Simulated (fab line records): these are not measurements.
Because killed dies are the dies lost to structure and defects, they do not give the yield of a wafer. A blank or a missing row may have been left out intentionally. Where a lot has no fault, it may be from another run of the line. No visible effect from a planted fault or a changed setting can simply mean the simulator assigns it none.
Code-filled problem report in 8D (eight disciplines) form + flow rit_cmos + the parts of the form that need people (team, actions taken, sign-off) are left out

1. WHAT IS WRONG
Wafers without a fault read 3250.0 rpm, standard deviation 2.7; spin_speed_rpm at RIT_NSD_COAT_01 reads a mean of 3439.2 rpm on 6 wafers belonging to 2 lots. Relative to the usual mean, that is a shift of +70 standard deviations.
The step: resist thk 1000 nm.
The first sign was on wafer L242.3 at day 7 04:17, on litho_track-04. The record has a number at this step for 18 wafers belonging to 6 lots. Rule for "out" (also "out of limits"): further than 4 standard deviations from the usual mean. The other wafers with a number count as sound.

2. WHAT IT IS AND WHAT IT IS NOT
| question                    | is                     | is not                         |
|-----------------------------|------------------------|--------------------------------|
| which readings at this step | spin_speed_rpm         | -                              |
| which lots                  | L242, L244             | L223, L224, L227, L230         |
| which wafers of those lots  | all that have a number | -                              |
| read on which tools         | litho_track-04         | litho_track-01, litho_track-03 |
| when                        | from day 7 04:17       | up to then (12 sound wafers)   |

3. SUSPECTS, AND WHAT RULES EACH OUT
Counting: a tool stays on the suspect list if, at a process step up to the reading, it processed all lots that are out and no sound lot following the first of them.
- litho_track-04 at RIT_NSD_COAT_01 (resist thk 1000 nm): kept. It ran every lot that is out, first L242 (day 7 04:17), and no sound lot after that. Its own spin_speed_rpm readings are out on those wafers.
After counting, what remains is litho_track-04 at RIT_NSD_COAT_01.

4. THE CAUSE (what the simulator had put in)
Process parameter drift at RIT_NSD_COAT_01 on litho_track-04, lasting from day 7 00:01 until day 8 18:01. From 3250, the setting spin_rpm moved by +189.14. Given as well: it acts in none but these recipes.
The count eliminated every tool but this one.

5. SEQUENCE OF EFFECTS, ordered by route
One row per reading whose mean, taken over the struck wafers that have a number, lies over 3 standard deviations from the usual. Only readings whose record carries a usual standard deviation are examined. hours: median over the lots of the time between each lot's start at the first step of this table that gives one and its start at this step. sigmas: the change, counted in usual standard deviations.
| hours | step            | reading        | usual      | on struck wafers | change | sigmas |
|-------|-----------------|----------------|------------|------------------|--------|--------|
| 0     | RIT_NSD_COAT_01 | spin_speed_rpm | 3250.0 rpm | 3439.2           | +189.2 | +70    |
The process steps in it:
- RIT_NSD_COAT_01: resist thk 1000 nm.
Later measuring or inspecting steps at which every struck wafer that the step has a row for has a number for every such reading, and none has moved that far: RIT_NSD_OVL_MEAS_06.

6. WHAT WOULD HAVE CAUGHT IT SOONER
In this record no reading fell out of limits until day 7 04:17, 4 hours after the fault had begun at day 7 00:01.
